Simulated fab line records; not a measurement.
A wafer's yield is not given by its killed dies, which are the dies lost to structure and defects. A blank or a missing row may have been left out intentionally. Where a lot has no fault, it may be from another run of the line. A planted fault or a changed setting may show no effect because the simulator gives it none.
One fault through the eyes of 2 desks || flow berkeley-cmos170 || only its own numbers are on each desk; what lay behind them is given at the end

TOOL OWNER'S DESK, rie-diel-04
The tool's own readings at UCB170_M1_ETCH_11 (etches BARC in N2/H2): means of the sampled wafers that have a number, for each lot that ran on this tool. If a lot's mean is further than 4 standard deviations from the usual mean, the lot is out of limits and carries the mark OUT (the distance appears in the brackets).
Columns: A = drypump-motor-current-A at UCB170_M1_ETCH_11, usual 5.6 A; B = oes-product-au at UCB170_M1_ETCH_11, usual 0.994 a.u.; C = throttle-valve-pct at UCB170_M1_ETCH_11, usual 12.94 %
{"lot": "L383", "first seen here": "day 8 11:16", "A": 5.9, "B": 1.005, "C": 12.85}
{"lot": "L388", "first seen here": "day 10 05:43", "A": 5.9, "B": 1.011, "C": 12.90}
{"lot": "L390", "first seen here": "day 10 07:56", "A": 5.8, "B": 0.995, "C": 12.92}
{"lot": "L392", "first seen here": "day 10 16:52", "A": 5.6, "B": 0.988, "C": 12.99}
{"lot": "L404", "first seen here": "day 13 15:07", "A": 5.8, "B": 1.002, "C": 12.90}
Finding of this desk: none of the 5 lots has anything out of limits.

THE METROLOGY DESK
Means of the sampled wafers that have a number, per lot and without regard to the tool the lot ran on: this is what the gauges read. If a lot's mean is further than 4 standard deviations from the usual mean, the lot is out of limits and carries the mark OUT (the distance appears in the brackets).
Columns: A = cd-nm at UCB170_M2_CD_MEAS_90, usual 699 nm
{"lot": "L383", "first seen here": "day 8 18:45", "A": 696}
{"lot": "L384", "first seen here": "day 9 02:27", "A": 701}
{"lot": "L387", "first seen here": "day 9 10:49", "A": 694}
{"lot": "L388", "first seen here": "day 10 15:52", "A": 702}
{"lot": "L390", "first seen here": "day 10 16:18", "A": 697}
{"lot": "L392", "first seen here": "day 11 02:44", "A": 695}
{"lot": "L396", "first seen here": "day 11 18:47", "A": 698}
{"lot": "L395", "first seen here": "day 11 20:20", "A": 703}
{"lot": "L397", "first seen here": "day 12 07:26", "A": 697}
{"lot": "L400", "first seen here": "day 12 17:03", "A": 699}
{"lot": "L402", "first seen here": "day 13 12:57", "A": 699}
{"lot": "L401", "first seen here": "day 13 13:12", "A": 699}
{"lot": "L403", "first seen here": "day 14 00:14", "A": 698}
{"lot": "L404", "first seen here": "day 14 00:35", "A": 703}
{"lot": "L405", "first seen here": "day 14 07:34", "A": 699}
Finding of this desk: none of the 15 lots has anything out of limits.

BROUGHT TOGETHER
The desk of the tool owner found nothing out of limits.
Metrology desk: nothing out of limits seen.

WHAT THE SIMULATOR PUT IN
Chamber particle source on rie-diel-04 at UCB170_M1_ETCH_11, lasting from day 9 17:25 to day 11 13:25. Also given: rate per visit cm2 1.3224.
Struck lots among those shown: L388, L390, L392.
